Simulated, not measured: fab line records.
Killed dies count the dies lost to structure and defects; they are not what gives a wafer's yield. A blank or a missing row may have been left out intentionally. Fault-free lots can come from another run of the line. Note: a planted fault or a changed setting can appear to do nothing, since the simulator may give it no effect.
Split-lot trial ; flow berkeley cmos170 ; 5 lots, 23 wafers read, on a route of 331 steps

== THE SPLIT ITSELF ==
At UCB170_V2_PEB_10, the setting peb temp c was moved away from the recipe's 130 C on 10 of the 23 wafers read, by -1.7% to +2.0%. This setting was run at the recipe's value on the other wafers.

== FROM THE SPLIT TO THE READING: what the file shows between them, 4 steps ==
- UCB170_V2_DEVELOP_11: develop time 45 s
- UCB170_V2_CD_MEAS_12: target cd 700 nm
- UCB170_V2_ETCH_14: etches SiO2 in CHF3/CF4/Ar, stops on Al, target depth 1250 nm, time 291 s
- UCB170_V2_STRIP_15: strips in O2

== THE READING ==
cd nm, in nm, at UCB170_V2_CD_MEAS_90 (target cd 700 nm). On this fab line, fault-free wafers typically give 700.2 nm with a standard deviation of 1.2 nm.

wafer;tool, chamber at the split;peb temp c as run, C;against the recipe;cd nm, nm;against lot-mates on the recipe
L075.1;litho track-02, 0;127.8;-1.7%;683.8;-14.9
L075.2;litho track-02, 0;127.8;-1.7%;683.6;-15.1
L075.3;litho track-02, 0;127.8;-1.7%;683.3;-15.4
L075.4;litho track-02, 0;130;recipe;698.4;-
L075.5;litho track-02, 0;130;recipe;699.0;-
L074.2;litho track-04, 0;131.7;+1.3%;708.5;+9.3
L074.3;litho track-04, 0;130;recipe;699.6;-
L074.4;litho track-04, 0;130;recipe;698.8;-
L074.5;litho track-04, 0;131.7;+1.3%;710.2;+11.0
L074.6;litho track-04, 0;131.7;+1.3%;710.4;+11.2
L078.2;litho track-04, 0;131.4;+1.1%;710.4;+6.9
L078.3;litho track-04, 0;131.4;+1.1%;712.7;+9.2
L078.4;litho track-04, 0;130;recipe;701.3;-
L078.5;litho track-04, 0;130;recipe;704.7;-
L078.6;litho track-04, 0;130;recipe;704.4;-
L085.3;litho track-01, 0;130;recipe;698.5;-
L085.4;litho track-01, 0;130;recipe;699.0;-
L085.5;litho track-01, 0;130;recipe;699.2;-
L084.1;litho track-04, 0;132.6;+2.0%;713.8;+14.5
L084.3;litho track-04, 0;130;recipe;699.8;-
L084.4;litho track-04, 0;132.6;+2.0%;715.7;+16.4
L084.5;litho track-04, 0;130;recipe;699.3;-
L084.6;litho track-04, 0;130;recipe;698.8;-

FIT RESULTS
A straight line over all 23 wafers: cd nm changes by +8.63 nm for each +1% of peb temp c; r = +0.97; the points scatter about the line by 2.1 nm.
The same after taking each lot's own level away (the mean of its wafers on the recipe; 23 wafers): +8.28 nm for each +1%; r = +0.99; scatter 0.98 nm.
According to that fit, moving peb temp c by its largest amount changes the reading by 17 nm.
Measured against the standard deviation above, the lots' own levels, which go from 698.70 to 703.47 nm, span 4.0 times it.
So the lot-to-lot level changes the slope little: the two slopes agree.
Check: +16.6 nm against its lot-mates is what the line predicts for one of the wafers moved furthest among these (+2.0%) when that wafer is left out of the fit. It came out at +14.5 nm against them.

== THESE WAFERS: OTHER SPLITS ==
Other splits were also applied to these wafers ahead of the reading. Each is held against what the fit with the lots' levels taken away leaves over:
other split on the same wafers;wafers away from the commonest value;r with cd nm (lot level and that fit taken away)
UCB170_CONTACT_ETCH_18 time s;8;-0.09
UCB170_M1_SPUTTER_00 power w;8;+0.03
UCB170_V2_COAT_07 resist thk nm;11;-0.39

== THE WHOLE CHAIN: every reading that the file lists as answering this split, in the file's order ==
step;what it does;reading;change (the file's fit);r (the file's)
UCB170_V2_CD_MEAS_12;target cd 700 nm;cd nm;+8.2 nm for each +1% of the setting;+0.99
UCB170_V2_ETCH_14;etches SiO2 in CHF3/CF4/Ar, stops on Al, target depth 1250 nm, time 291 s;V2.cd nm (the simulator's own value, which no gauge read);+8.1 nm for each +1% of the setting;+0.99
UCB170_V2_CD_MEAS_90;target cd 700 nm;cd nm;+8.12 nm for each +1% of the setting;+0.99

== THE FILE'S OWN FIT ==
cd nm changes by +8.12 nm for each +1% of peb temp c, r = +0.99.
